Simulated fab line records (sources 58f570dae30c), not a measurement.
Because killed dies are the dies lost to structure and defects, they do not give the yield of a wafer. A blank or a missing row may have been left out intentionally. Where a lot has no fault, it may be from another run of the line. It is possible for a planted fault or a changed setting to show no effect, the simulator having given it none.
A sampling plan put to the test    flow berkeley cmos170    each of the 30 faults these records tell of, on one fab line, judged from the records of the lots it struck
Plan = the line's own looks (route steps where a gauge or an inspection reads the wafer without altering it). Where struck wafers have a number at a look and the file lists that look's usual mean and standard deviation on fault-free wafers, the look can be judged. Caught: a look later than the fault's first step finds the struck wafers' mean 4 or more of those standard deviations (sigma) from the usual mean. On the tool: the same test on the tool's own readings at the fault's steps. Another recipe on the struck wafers, or a record that is blank for them alone, also counts as caught.

## THE FAULTS, as the simulator had put them in
1. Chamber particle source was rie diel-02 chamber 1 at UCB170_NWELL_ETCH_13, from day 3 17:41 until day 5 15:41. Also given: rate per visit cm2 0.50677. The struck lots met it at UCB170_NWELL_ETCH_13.
2. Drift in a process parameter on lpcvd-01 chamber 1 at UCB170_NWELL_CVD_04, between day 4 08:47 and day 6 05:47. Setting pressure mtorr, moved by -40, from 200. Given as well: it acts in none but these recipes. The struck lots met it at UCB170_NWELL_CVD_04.
3. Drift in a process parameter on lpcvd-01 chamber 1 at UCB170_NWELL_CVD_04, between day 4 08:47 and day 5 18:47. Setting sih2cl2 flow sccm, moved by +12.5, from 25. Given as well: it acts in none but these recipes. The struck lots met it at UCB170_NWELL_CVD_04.
4. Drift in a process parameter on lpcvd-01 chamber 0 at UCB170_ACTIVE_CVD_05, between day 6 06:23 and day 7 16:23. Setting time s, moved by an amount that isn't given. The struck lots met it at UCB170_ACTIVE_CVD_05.
5. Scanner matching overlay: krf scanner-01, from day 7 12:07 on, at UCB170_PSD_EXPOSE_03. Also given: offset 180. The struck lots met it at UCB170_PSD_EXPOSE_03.
6. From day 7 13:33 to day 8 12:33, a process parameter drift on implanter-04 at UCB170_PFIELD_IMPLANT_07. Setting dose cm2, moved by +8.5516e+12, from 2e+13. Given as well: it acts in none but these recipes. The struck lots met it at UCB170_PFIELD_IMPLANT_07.
7. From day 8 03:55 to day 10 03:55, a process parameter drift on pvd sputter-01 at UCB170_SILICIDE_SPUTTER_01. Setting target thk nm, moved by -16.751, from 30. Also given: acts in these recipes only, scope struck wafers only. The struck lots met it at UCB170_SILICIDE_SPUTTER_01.
8. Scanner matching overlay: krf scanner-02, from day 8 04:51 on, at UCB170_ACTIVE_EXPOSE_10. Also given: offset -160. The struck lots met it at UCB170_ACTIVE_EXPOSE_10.
9. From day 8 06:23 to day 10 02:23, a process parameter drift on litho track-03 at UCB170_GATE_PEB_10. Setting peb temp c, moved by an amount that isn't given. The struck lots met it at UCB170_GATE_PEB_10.
10. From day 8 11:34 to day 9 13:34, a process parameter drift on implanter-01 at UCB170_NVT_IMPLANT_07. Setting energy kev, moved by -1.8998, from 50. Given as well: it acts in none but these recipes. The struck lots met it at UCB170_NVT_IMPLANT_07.
11. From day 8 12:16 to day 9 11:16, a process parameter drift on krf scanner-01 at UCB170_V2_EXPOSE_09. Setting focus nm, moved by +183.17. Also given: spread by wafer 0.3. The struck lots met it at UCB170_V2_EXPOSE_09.
12. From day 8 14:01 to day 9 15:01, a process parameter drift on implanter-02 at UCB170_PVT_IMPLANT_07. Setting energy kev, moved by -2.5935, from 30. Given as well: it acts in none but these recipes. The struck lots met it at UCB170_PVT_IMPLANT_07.
13. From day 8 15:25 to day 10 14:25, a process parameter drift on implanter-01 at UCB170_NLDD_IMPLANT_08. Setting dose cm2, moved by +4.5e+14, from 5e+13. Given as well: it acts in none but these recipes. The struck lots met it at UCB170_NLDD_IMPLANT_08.
14. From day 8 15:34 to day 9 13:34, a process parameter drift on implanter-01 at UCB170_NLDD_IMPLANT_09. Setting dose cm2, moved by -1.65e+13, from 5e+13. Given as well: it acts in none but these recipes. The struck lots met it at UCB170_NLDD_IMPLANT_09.
15. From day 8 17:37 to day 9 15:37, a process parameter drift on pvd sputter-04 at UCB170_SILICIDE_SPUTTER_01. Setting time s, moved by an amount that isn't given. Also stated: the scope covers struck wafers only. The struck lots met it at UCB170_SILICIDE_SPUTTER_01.
16. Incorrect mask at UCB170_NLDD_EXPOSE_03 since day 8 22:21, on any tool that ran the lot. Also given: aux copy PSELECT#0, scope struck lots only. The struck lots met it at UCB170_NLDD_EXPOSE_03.
17. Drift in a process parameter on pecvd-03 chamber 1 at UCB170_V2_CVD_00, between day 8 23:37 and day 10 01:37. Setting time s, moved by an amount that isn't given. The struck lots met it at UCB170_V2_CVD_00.
18. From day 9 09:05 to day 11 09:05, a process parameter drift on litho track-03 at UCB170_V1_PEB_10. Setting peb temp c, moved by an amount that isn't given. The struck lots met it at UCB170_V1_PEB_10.
19. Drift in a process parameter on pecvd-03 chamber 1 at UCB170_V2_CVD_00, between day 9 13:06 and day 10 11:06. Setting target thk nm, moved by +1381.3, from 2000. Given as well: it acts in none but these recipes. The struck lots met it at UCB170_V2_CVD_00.
20. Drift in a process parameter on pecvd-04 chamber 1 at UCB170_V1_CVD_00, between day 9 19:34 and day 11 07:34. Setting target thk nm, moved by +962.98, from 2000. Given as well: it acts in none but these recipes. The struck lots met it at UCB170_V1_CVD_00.
21. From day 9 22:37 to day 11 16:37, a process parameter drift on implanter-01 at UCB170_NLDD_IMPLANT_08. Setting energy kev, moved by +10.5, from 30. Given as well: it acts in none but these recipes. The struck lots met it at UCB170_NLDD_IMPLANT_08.
22. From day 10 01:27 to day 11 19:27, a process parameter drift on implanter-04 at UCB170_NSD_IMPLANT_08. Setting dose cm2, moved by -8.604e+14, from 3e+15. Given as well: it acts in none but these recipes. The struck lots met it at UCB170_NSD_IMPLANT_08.
23. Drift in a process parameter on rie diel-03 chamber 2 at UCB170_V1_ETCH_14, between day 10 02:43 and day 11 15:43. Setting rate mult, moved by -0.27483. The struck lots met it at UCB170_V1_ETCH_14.
24. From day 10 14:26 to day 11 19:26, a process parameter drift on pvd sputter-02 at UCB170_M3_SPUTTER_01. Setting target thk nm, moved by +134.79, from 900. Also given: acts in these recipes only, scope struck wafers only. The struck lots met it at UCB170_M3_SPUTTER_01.
25. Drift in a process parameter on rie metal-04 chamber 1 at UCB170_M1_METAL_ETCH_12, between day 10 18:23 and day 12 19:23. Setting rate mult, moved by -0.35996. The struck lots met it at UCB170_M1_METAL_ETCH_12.
26. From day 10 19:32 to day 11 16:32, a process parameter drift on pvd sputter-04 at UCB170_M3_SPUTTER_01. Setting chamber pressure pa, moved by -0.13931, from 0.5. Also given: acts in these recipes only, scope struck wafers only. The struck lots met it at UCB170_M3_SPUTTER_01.
27. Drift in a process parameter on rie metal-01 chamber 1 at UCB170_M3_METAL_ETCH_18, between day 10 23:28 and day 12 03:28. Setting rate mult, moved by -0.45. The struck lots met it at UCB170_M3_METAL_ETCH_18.
28. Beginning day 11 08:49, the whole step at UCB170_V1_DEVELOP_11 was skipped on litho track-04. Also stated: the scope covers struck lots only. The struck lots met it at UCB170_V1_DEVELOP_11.
29. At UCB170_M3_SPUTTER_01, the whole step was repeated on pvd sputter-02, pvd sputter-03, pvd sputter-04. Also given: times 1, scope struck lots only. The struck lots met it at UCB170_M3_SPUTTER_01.
30. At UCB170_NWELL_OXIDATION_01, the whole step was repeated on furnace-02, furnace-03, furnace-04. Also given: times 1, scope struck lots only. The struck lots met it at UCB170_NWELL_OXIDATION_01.

## WHAT THE PLAN SAW
fault  on the tool itself                       first look that catches it                       reading, sigma                                         median hours from its first step to that look  hours from the fault's start to the first struck lot there  judged looks passed uncaught
1      under 2 sigma                            none of the 2 looks that can be judged after it  -                                                      -                                              -                                                           2
2      pressure mtorr -87 sigma                 UCB170_NWELL_THK_MEAS_05                         NWELL_NITRIDE_THK -6.7                                 1.9                                            17                                                          0
3      sih2cl2 flow sccm +99 or beyond sigma    UCB170_NWELL_THK_MEAS_05                         NWELL_NITRIDE_THK +14                                  1.9                                            17                                                          0
4      no reading that can be judged            UCB170_ACTIVE_THK_MEAS_06                        ACTIVE_NITRIDE_THK +6.7                                1.9                                            6                                                           0
5      no reading that can be judged            UCB170_PSD_OVL_MEAS_07                           PSD_OVL +30                                            0.5                                            1                                                           0
6      dose ions cm2 +99 or beyond sigma        UCB170_PFIELD_TW_MEAS_09                         PFIELD_TW +13                                          0.2                                            12                                                          0
7      under 2 sigma                            UCB170_SILICIDE_RS_MEAS_02                       SILICIDE_TI_RS +99 or beyond                           0.1                                            10                                                          0
8      no reading that can be judged            UCB170_ACTIVE_OVL_MEAS_14                        ACTIVE_OVL -34                                         0.7                                            8                                                           0
9      heater power total W +10 sigma           UCB170_GATE_CD_MEAS_12                           cd nm -4.8                                             0.3                                            0                                                           0
10     beam energy keV -99 or beyond sigma      no look after it can be judged                   -                                                      -                                              -                                                           0
11     no reading that can be judged            none of the 2 looks that can be judged after it  strongest: cd nm at UCB170_V2_CD_MEAS_12, +2.7         -                                              -                                                           2
12     beam energy keV -99 or beyond sigma      none of the 2 looks that can be judged after it  strongest: PVT_TW at UCB170_PVT_TW_MEAS_09, -2.8       -                                              -                                                           2
13     dose ions cm2 +99 or beyond sigma        UCB170_NLDD_TW_MEAS_11                           NLDD_TW +48                                            0.4                                            5                                                           0
14     dose ions cm2 -99 or beyond sigma        UCB170_NLDD_TW_MEAS_11                           NLDD_TW -5.7                                           0.2                                            5                                                           0
15     under 2 sigma                            UCB170_SILICIDE_RS_MEAS_02                       SILICIDE_TI_RS +22                                     0.1                                            4                                                           0
16     no reading that can be judged            UCB170_NLDD_TW_MEAS_11                           NLDD_TW -99 or beyond                                  1.1                                            5                                                           0
17     run length s -19 sigma                   not the one look that can be judged after it     strongest: V2_TEOS_THK at UCB170_V2_THK_MEAS_01, -2.4  -                                              -                                                           1
18     heater power total W +8.7 sigma          UCB170_V1_CD_MEAS_12                             cd nm +4.7                                             0.3                                            4                                                           0
19     under 2 sigma                            UCB170_V2_THK_MEAS_01                            V2_TEOS_THK +49                                        0.2                                            14                                                          0
20     under 2 sigma                            UCB170_V1_THK_MEAS_01                            V1_TEOS_THK +33                                        0.2                                            10                                                          0
21     beam energy keV +99 or beyond sigma      UCB170_NLDD_TW_MEAS_11                           NLDD_TW +5.4                                           0.4                                            8                                                           0
22     dose ions cm2 -99 or beyond sigma        UCB170_NSD_TW_MEAS_10                            NSD_TW -5.1                                            0.2                                            13                                                          0
23     only faintly: oes product au -3.1 sigma  no look after it can be judged                   -                                                      -                                              -                                                           0
24     under 2 sigma                            UCB170_M3_RS_MEAS_02                             M3_AL_RS -8.7                                          0.1                                            24                                                          0
25     oes product au -6.8 sigma                not the one look that can be judged after it     strongest: cd nm at UCB170_M1_CD_MEAS_90, +3.7         -                                              -                                                           1
26     chamber pressure pa -99 or beyond sigma  UCB170_M3_RS_MEAS_02                             M3_AL_RS -8.2                                          0.1                                            5                                                           0
27     oes product au -10 sigma                 UCB170_M3_CD_MEAS_90                             cd nm +6.0                                             0.3                                            6                                                           0
28     no reading that can be judged            no look after it can be judged                   -                                                      -                                              -                                                           0
29     under 2 sigma                            UCB170_M3_RS_MEAS_02                             M3_AL_RS -39                                           0.4                                            -                                                           0
30     under 2 sigma                            UCB170_NWELL_THK_MEAS_02                         NWELL_OXIDE_THK +21                                    3.8                                            -                                                           0
A dash: the fault is not caught, or the number is missing from these records.

Caught at a look: 22 of 30. Caught on the tool: 15 of 30. By one or the other: 26 of 30.
Faults caught by the tool alone: 10, 12, 17, 25.
Caught at a look alone: faults 4, 5, 7, 8, 15, 16, 19, 20, 24, 29, 30.
Caught by neither: faults 1, 11, 23, 28.

## THINNER SAMPLING
If the look that catches a fault measured only every second or every third lot, by lot number, the first struck lot would be measured this late in the worst case:
fault  struck lots at that look, in order of time  every lot  every second lot  every third lot
2      L365                                        17 h       may miss it       may miss it
3      L614                                        17 h       may miss it       may miss it
4      L539                                        6 h        may miss it       may miss it
5      L205, L209, L212                            1 h        29 h              may miss all 3
6      L837, L839                                  12 h       may miss all 2    may miss all 2
7      L853, L856                                  10 h       18 h              may miss all 2
8      L689, L691, L692                            8 h        15 h              may miss all 3
9      L588, L587, L592                            0 h        0 h               17 h
13     L730, L732                                  5 h        may miss all 2    may miss all 2
14     L296, L298                                  5 h        may miss all 2    may miss all 2
15     L893                                        4 h        may miss it       may miss it
16     L904                                        5 h        may miss it       may miss it
18     L401, L402                                  4 h        4 h               may miss all 2
19     L521                                        14 h       may miss it       may miss it
20     L303, L305                                  10 h       may miss all 2    may miss all 2
21     L876, L881                                  8 h        22 h              may miss all 2
22     L565, L569                                  13 h       may miss all 2    may miss all 2
24     L885                                        24 h       may miss it       may miss it
26     L747, L750                                  5 h        20 h              may miss all 2
27     L192, L193                                  6 h        22 h              may miss all 2
Hours: fault start to first struck lot measured. The test against the limit of 4 sigma pooled every struck wafer, which means one lot taken alone may stay below that limit. Other struck lots may not be in these records.

## THE LONGEST TIMED WAY FROM STEP TO LOOK
In fault 30, a median of 3.8 hours elapses between UCB170_NWELL_OXIDATION_01 and UCB170_NWELL_THK_MEAS_02. No look between them can be judged.
